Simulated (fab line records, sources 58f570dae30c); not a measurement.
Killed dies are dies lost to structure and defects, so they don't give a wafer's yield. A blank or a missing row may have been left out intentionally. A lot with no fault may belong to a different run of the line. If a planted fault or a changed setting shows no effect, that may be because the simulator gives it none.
Split-lot experiment | flow berkeley cmos170 | 23 wafers read across 5 lots, on a route 331 steps long

## THE SPLIT ITSELF
At UCB170_START_OXIDATION_02 (target thk 20 nm, ox time 1800 s), the setting temp c was moved away from the recipe's 950 C on 15 of the 23 wafers read, by -2.5% to +1.2%. This setting was run at the recipe's value on the other wafers.

Between the split and the reading, the file records no step.

## THE READING
START_OXIDE_THK, in nm, at UCB170_START_THK_MEAS_03. Fault-free wafers of this fab line usually give 19.9 nm, standard deviation 0.33 nm.

wafer  | tool, chamber at the split | temp c as run, C | against the recipe | START_OXIDE_THK, nm | against lot-mates on the recipe
L075.1 | furnace-01, 0              | 950              | recipe             | 19.7                | -
L075.3 | furnace-01, 0              | 950              | recipe             | 19.7                | -
L075.4 | furnace-01, 0              | 950              | recipe             | 19.7                | -
L077.1 | -, -                       | 950              | recipe             | 20.0                | -
L077.2 | -, -                       | 950              | recipe             | 20.4                | -
L077.4 | -, -                       | 950              | recipe             | 20.1                | -
L077.5 | -, -                       | 950              | recipe             | 20.1                | -
L077.6 | -, -                       | 950              | recipe             | 20.1                | -
L078.1 | -, -                       | 958.4            | +0.9%              | 21.6                | no lot-mate on the recipe
L078.2 | -, -                       | 958.4            | +0.9%              | 21.5                | no lot-mate on the recipe
L078.4 | -, -                       | 958.4            | +0.9%              | 21.4                | no lot-mate on the recipe
L078.5 | -, -                       | 958.4            | +0.9%              | 21.8                | no lot-mate on the recipe
L078.6 | -, -                       | 958.4            | +0.9%              | 21.5                | no lot-mate on the recipe
L082.1 | -, -                       | 961.7            | +1.2%              | 22.7                | no lot-mate on the recipe
L082.2 | -, -                       | 961.7            | +1.2%              | 22.5                | no lot-mate on the recipe
L082.4 | -, -                       | 961.7            | +1.2%              | 22.3                | no lot-mate on the recipe
L082.5 | -, -                       | 961.7            | +1.2%              | 22.2                | no lot-mate on the recipe
L082.6 | -, -                       | 961.7            | +1.2%              | 22.3                | no lot-mate on the recipe
L083.2 | -, -                       | 925.9            | -2.5%              | 15.3                | no lot-mate on the recipe
L083.3 | -, -                       | 925.9            | -2.5%              | 15.2                | no lot-mate on the recipe
L083.4 | -, -                       | 925.9            | -2.5%              | 15.5                | no lot-mate on the recipe
L083.5 | -, -                       | 925.9            | -2.5%              | 15.6                | no lot-mate on the recipe
L083.6 | -, -                       | 925.9            | -2.5%              | 15.2                | no lot-mate on the recipe

THE FIT
A straight line over all 23 wafers: START_OXIDE_THK changes by +1.84 nm for each +1% of temp c; r = +1.00; the points scatter about the line by 0.21 nm.
Too few moved wafers have a lot-mate on the recipe to fit a line with each lot's own level taken away.

## THE WHOLE CHAIN: every reading that the file lists as answering this split, in the file's order
step                      | what it does                     | reading                                                                            | change (the file's fit)              | r (the file's)
UCB170_START_OXIDATION_02 | target thk 20 nm, ox time 1800 s | SiO2_of_START_OXIDATION_02.thk nm (the simulator's own value, which no gauge read) | +1.85 nm for each +1% of the setting | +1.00
UCB170_START_THK_MEAS_03  |                                  | START_OXIDE_THK                                                                    | +1.84 for each +1% of the setting    | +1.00

## FILE'S OWN FIT
START_OXIDE_THK changes by +1.84 nm for each +1% of temp c, r = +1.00.
